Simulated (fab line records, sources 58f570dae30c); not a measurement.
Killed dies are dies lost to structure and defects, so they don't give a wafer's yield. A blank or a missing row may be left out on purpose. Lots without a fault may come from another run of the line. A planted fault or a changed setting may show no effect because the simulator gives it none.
One fault seen from 2 desks | flow berkeley_cmos170 | each desk has only its own numbers; what lay behind them comes last

THE TOOL OWNER'S DESK: rie_metal-01
The tool's own readings at UCB170_M2_METAL_ETCH_18 (etches Al in Cl2/BCl3, stops on SiO2, target depth 1170 nm, time 195 s): means of the sampled wafers that have a number, for each lot that ran on this tool. A lot is out of limits, marked OUT, if its mean lies more than 4 standard deviations from the usual mean; the brackets give that distance.
Columns: A = chamber_pressure_mTorr at UCB170_M2_METAL_ETCH_18, usual 11.999 mTorr; B = drypump_motor_current_A at UCB170_M2_METAL_ETCH_18, usual 5.6 A; C = oes_product_au at UCB170_M2_METAL_ETCH_18, usual 0.862 a.u.; D = throttle_valve_pct at UCB170_M2_METAL_ETCH_18, usual 24.24 %
lot  | first seen here | A      | B   | C     | D
L912 | day 8 17:22     | 12.005 | 5.9 | 0.867 | 24.47
L913 | day 9 06:13     | 11.988 | 5.9 | 0.869 | 24.47
L916 | day 9 20:13     | 11.999 | 5.6 | 0.888 | 24.67
L917 | day 10 04:00    | 12.005 | 6.1 | 0.866 | 24.28
L924 | day 11 08:07    | 11.997 | 6.1 | 0.864 | 24.28
L926 | day 11 14:06    | 11.993 | 5.9 | 0.857 | 24.46
This desk's finding: nothing out of limits on any of the 6 lots.

THE METROLOGY DESK
What the gauges read, lot by lot, whatever tool the lot ran on: means of the sampled wafers that have a number. A lot is out of limits, marked OUT, if its mean lies more than 4 standard deviations from the usual mean; the brackets give that distance.
Columns: A = NVT_OVL at UCB170_NVT_OVL_MEAS_06, usual -2 nm; B = cd_nm at UCB170_M2_CD_MEAS_90, usual 700.0 nm
lot  | first seen here | A   | B
L911 | day 6 15:31     | 0   | 699.1
L912 | day 6 15:38     | -2  | 699.5
L914 | day 7 02:19     | 1   | 700.3
L913 | day 7 02:26     | -11 | 696.0
L915 | day 7 02:29     | -6  | 700.1
L916 | day 7 18:29     | 4   | 698.6
L919 | day 8 00:05     | -5  | 700.3
L918 | day 8 00:22     | 1   | 696.2
L917 | day 8 00:38     | -6  | 698.1
L924 | day 9 04:46     | 3   | 711.0
L926 | day 9 14:09     | -1  | 713.6 (+4.7) OUT
L929 | day 9 19:25     | 10  | 699.6
L930 | day 10 05:07    | -6  | 698.8
L933 | day 10 19:43    | -10 | 703.1
This desk's finding: out of limits on L926; first on L926, day 11 14:23 (cd_nm at UCB170_M2_CD_MEAS_90). In limits: L911, L912, L914, L913, L915, L916, L919, L918, L917, L924, L929, L930, L933.

PUT TOGETHER
The metrology desk could have raised an alarm at day 11 14:23, on L926.
The tool owner's desk saw nothing out of limits.
The tool owner's desk has L926 on record, within its limits.
Of the lots named, all ran UCB170_M2_METAL_ETCH_18 on rie_metal-01.

WHAT THE SIMULATOR HAD PUT IN
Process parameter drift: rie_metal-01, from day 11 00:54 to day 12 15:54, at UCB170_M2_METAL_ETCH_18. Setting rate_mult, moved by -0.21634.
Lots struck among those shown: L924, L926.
Hours from the fault's start to each desk's first reading out of limits: the metrology desk, 13.
